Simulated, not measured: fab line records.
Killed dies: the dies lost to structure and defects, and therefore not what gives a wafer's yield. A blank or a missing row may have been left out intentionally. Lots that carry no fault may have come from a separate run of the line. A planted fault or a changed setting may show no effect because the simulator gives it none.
Which tool was responsible? + flow berkeley_cmos170 + Sampling: 7 lots, 21 wafers, 2 of 331 route steps

== WHAT EACH GAUGE READ, for each wafer ==
UCB170_PFIELD_TW_MEAS_09.
| lot  | measured    | on            | PFIELD_TW   |
|------|-------------|---------------|-------------|
| L469 | day 4 21:28 | film_metro-01 | 602 605 606 |
| L472 | day 5 01:55 | film_metro-03 | 610 610 611 |
| L476 | day 5 19:26 | film_metro-01 | 614 614 615 |
| L479 | day 6 17:07 | film_metro-02 | 605 606 606 |
| L481 | day 6 20:10 | film_metro-02 | 610 609 606 |
| L489 | day 8 21:53 | film_metro-03 | 608 606 605 |
| L490 | day 9 16:14 | film_metro-01 | 613 613 617 |

== WHICH TOOL RAN EACH LOT (tool, then ch and the chambers of the sampled wafers, then the start) ==
| lot  | UCB170_PFIELD_STRIP_08              |
|------|-------------------------------------|
| L469 | plasma_asher-01 ch 0,1, day 4 21:21 |
| L472 | plasma_asher-01 ch 0,1, day 5 01:49 |
| L476 | plasma_asher-02 ch 0,1, day 5 19:20 |
| L479 | plasma_asher-01 ch 0,1, day 6 17:01 |
| L481 | plasma_asher-01 ch 0,1, day 6 20:04 |
| L489 | plasma_asher-02 ch 0,1, day 8 21:46 |
| L490 | plasma_asher-02 ch 0,1, day 9 15:58 |
- UCB170_PFIELD_STRIP_08: strips in O2.

== THE ANSWER, worked out from the rows above alone ==
Rule: usual is defined by the lots themselves. The widest of any qualifying gaps counts: lots, ordered by their means at a reading, are off when they make up no more than a third of the lots, leave a main group of 4 or more, and stand apart from it by 3 or more times the standard deviation of that group's means. If all means in a main group match to the digits the tables above print for the reading, that group is not used. Also off: a lot with no number at a reading for which 4 or more lots have one. All remaining lots with rows at the step are treated as sound.
None of the lots is off at any reading shown; this tells nothing.

== WHAT WAS PUT IN BY THE SIMULATOR ==
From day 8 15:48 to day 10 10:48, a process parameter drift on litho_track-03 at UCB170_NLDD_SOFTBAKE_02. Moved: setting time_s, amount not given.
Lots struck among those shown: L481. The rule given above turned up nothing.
